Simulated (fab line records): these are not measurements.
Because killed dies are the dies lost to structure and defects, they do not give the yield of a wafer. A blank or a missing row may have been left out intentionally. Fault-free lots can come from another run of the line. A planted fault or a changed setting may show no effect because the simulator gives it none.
What tool caused it? ; flow rit-cmos ; Sampling: 7 lots, 21 wafers, 2 of 202 route steps

## WHAT THE GAUGES SHOWED, per wafer
RIT_PWELL_TW_MEAS_10.
lot;measured;on;PWELL_TW
L623;day 2 09:01;film-metro-04;959 962 963
L626;day 2 22:57;film-metro-01;963 961 962
L629;day 3 11:26;film-metro-04;964 969 965
L633;day 4 07:26;film-metro-01;962 960 965
L635;day 4 16:57;film-metro-04;1041 1037 1044
L641;day 5 23:23;film-metro-04;958 960 957
L643;day 6 10:05;film-metro-04;960 964 960

## WHICH TOOL RAN EACH LOT (tool, then ch and the chambers of the sampled wafers, then the start)
lot;RIT_PWELL_IMPLANT_08
L623;implanter-02 ch 0, day 2 08:41
L626;implanter-02 ch 0, day 2 22:37
L629;implanter-02 ch 0, day 3 11:07
L633;implanter-01 ch 0, day 4 07:07
L635;implanter-02 ch 0, day 4 16:38
L641;implanter-04 ch 0, day 5 23:04
L643;implanter-01 ch 0, day 6 09:47
- RIT_PWELL_IMPLANT_08

## THE ANSWER, worked out from the rows above alone
Rule: the usual values come from the lots themselves. The widest of any qualifying gaps counts: lots, ordered by their means at a reading, are off when they make up no more than a third of the lots, leave a main group of 4 or more, and stand apart from it by 3 or more times the standard deviation of that group's means. If all means in a main group match to the digits the tables above print for the reading, that group is not used. A lot without any number at a reading at which 4 lots or more have one is off too. The other lots that the step has rows for count as sound.
Off: at RIT_PWELL_TW_MEAS_10 (PWELL_TW), L635. Main group: mean 962, sd 2.2.
If a tool, at a process step before that reading, ran all the lots that are off and no sound lot after the first of them, it fits. The gauges at RIT_PWELL_TW_MEAS_10 are tried like those tools. One candidate fits, namely implanter-02 at RIT_PWELL_IMPLANT_08. A fault onset in the window from L629 (day 3 11:07, its last sound lot) to L635 (day 4 16:38, its first lot off) fits.

## WHAT THE SIMULATOR PUT IN
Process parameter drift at RIT_PWELL_IMPLANT_08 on implanter-02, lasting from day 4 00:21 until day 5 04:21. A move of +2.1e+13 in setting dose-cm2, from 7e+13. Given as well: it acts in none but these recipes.
Struck lots among those shown: L635. Same finding as the rule above.
